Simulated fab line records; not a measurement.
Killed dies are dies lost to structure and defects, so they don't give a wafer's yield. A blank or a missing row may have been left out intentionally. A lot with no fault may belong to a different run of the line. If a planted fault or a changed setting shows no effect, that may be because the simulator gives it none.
8D (eight disciplines) problem report, filled in by code || flow berkeley-cmos170 || the parts of the form that need people (team, actions taken, sign-off) are left out

## 1. WHAT WENT WRONG
At UCB170_M2_METAL_ETCH_18, chamber-pressure-mTorr averages 14.393 mTorr over 3 wafers from 2 lots, while fault-free wafers read 12.001 mTorr, standard deviation 0.011. So: +99 or more standard deviations from the usual mean.
The step: etches Al in Cl2/BCl3, stops on SiO2, target depth 1170 nm, time 195 s.
First seen on wafer L481.1, day 9 11:38, on rie-metal-01. At this step, 42 wafers from 14 lots have a number in the record. The rule behind "out" and "out of limits": a value lying over 4 standard deviations away from the usual mean. The other wafers with a number count as sound.

## 2. WHAT IT IS AND WHAT IT IS NOT
{"question": "which readings at this step", "is": "chamber-pressure-mTorr", "is not": "drypump-motor-current-A, oes-product-au, throttle-valve-pct"}
{"question": "which lots", "is": "L481, L486", "is not": "L478, L479, L480, L482, L490, L494, L495, L496, L498, L499, L500, L501"}
{"question": "which wafers of those lots", "is": "L481.1, L481.4, L486.6", "is not": "L481.2, L486.1, L486.5"}
{"question": "read on which tools", "is": "rie-metal-01", "is not": "rie-metal-02, rie-metal-04"}
{"question": "when", "is": "from day 9 11:38", "is not": "up to then (10 sound wafers); but 29 sound wafers of L482, L486, L490, L494, L495, L496, L498, L499, L500, L501 came after"}

## 3. SUSPECTS, AND WHAT RULES EACH OUT
Counting: a tool at a process step up to the reading stays a suspect if it ran every lot that is out. Sound lots after the first of them don't rule it out here, since some wafers of a struck lot are sound.
- rie-metal-01 at UCB170_M2_METAL_ETCH_18 (etches Al in Cl2/BCl3, stops on SiO2, target depth 1170 nm, time 195 s): kept. It processed each lot that is out (first: L481, day 9 11:38); up to then, its last sound lot is L479 (day 8 23:53). Out on those wafers are its own readings of chamber-pressure-mTorr.
- Within rie-metal-01 at UCB170_M2_METAL_ETCH_18, the wafers that are out were processed in chamber 1 and their sound lot-mates in chamber 0.
The count leaves rie-metal-01 at UCB170_M2_METAL_ETCH_18.

## 4. THE CAUSE (what the simulator had put in)
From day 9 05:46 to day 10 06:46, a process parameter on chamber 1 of rie-metal-01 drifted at UCB170_M2_METAL_ETCH_18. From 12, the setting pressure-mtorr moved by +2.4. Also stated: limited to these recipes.
Only this tool survived the counting.

## 5. THE CHAIN OF EFFECTS, in route order
Each row: a reading whose mean over the struck wafers that have a number lies more than 3 standard deviations from the usual. Readings are gone through only where the record gives a usual standard deviation; hours: the median, over the lots, of the time from a lot's start at the first step in this table giving one to that lot's start at this step; sigmas: the change measured in usual standard deviations.
{"hours": 0, "step": "UCB170_M2_METAL_ETCH_18", "reading": "chamber-pressure-mTorr", "usual": "12.001 mTorr", "on struck wafers": 14.393, "change": "+2.392", "sigmas": "+99 or more"}
Process steps it contains:
- UCB170_M2_METAL_ETCH_18: etches Al in Cl2/BCl3, stops on SiO2, target depth 1170 nm, time 195 s.

## 6. HOW IT WOULD HAVE BEEN CAUGHT EARLIER
First out-of-limits reading in this record: day 9 11:38, which is 6 hours after fault onset at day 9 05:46.
